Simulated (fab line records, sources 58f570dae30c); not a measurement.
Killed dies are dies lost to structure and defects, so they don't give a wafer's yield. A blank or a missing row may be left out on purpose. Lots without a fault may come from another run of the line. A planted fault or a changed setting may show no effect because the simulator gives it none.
Which tool did it? | flow berkeley_cmos170 | 12 lots, 36 wafers sampled, at 1 step of a route of 331

WHAT THE GAUGES READ, wafer by wafer
UCB170_START_BOW_MEAS_00.
lot  | measured    | on            | INCOMING_BOW (um)
L075 | day 1 15:04 | film_metro-03 | -4 -2 -5
L077 | day 2 01:00 | film_metro-03 | -3 -3 -2
L079 | day 2 11:00 | film_metro-03 | -9 -4 -15
L081 | day 2 21:00 | film_metro-01 | -3 2 3
L083 | day 3 07:04 | film_metro-02 | 2 -4 -7
L085 | day 3 17:02 | film_metro-02 | -10 1 -2
L087 | day 4 03:01 | film_metro-01 | 4 -4 2
L089 | day 4 13:00 | film_metro-02 | -10 1 -7
L091 | day 4 23:02 | film_metro-02 | -7 -10 12
L093 | day 5 09:00 | film_metro-02 | -15 -4 -9
L095 | day 5 19:01 | film_metro-02 | 1 -1 3
L097 | day 6 05:00 | film_metro-01 | -2 5 -13

WHICH TOOL RAN EACH LOT (tool, then ch and the chambers of the sampled wafers, then the start)
The record holds no process step before these readings.

THE ANSWER, worked out from the rows above alone
Rule: what is usual is taken from the lots themselves. Put in order of their means at a reading, lots are off if they are a third of the lots or fewer, leave a main group of 4 or more, and stand apart from it by a gap of 3 or more times the standard deviation of the main group's means; of several such gaps the widest counts. A main group whose means are all the same, to the digits that the tables above print for the reading, isn't used. A lot without any number at a reading at which 4 lots or more have one is off too. The other lots that the step has rows for count as sound.
No lot is off at any reading shown: from this, nothing can be told.

WHAT THE SIMULATOR HAD PUT IN
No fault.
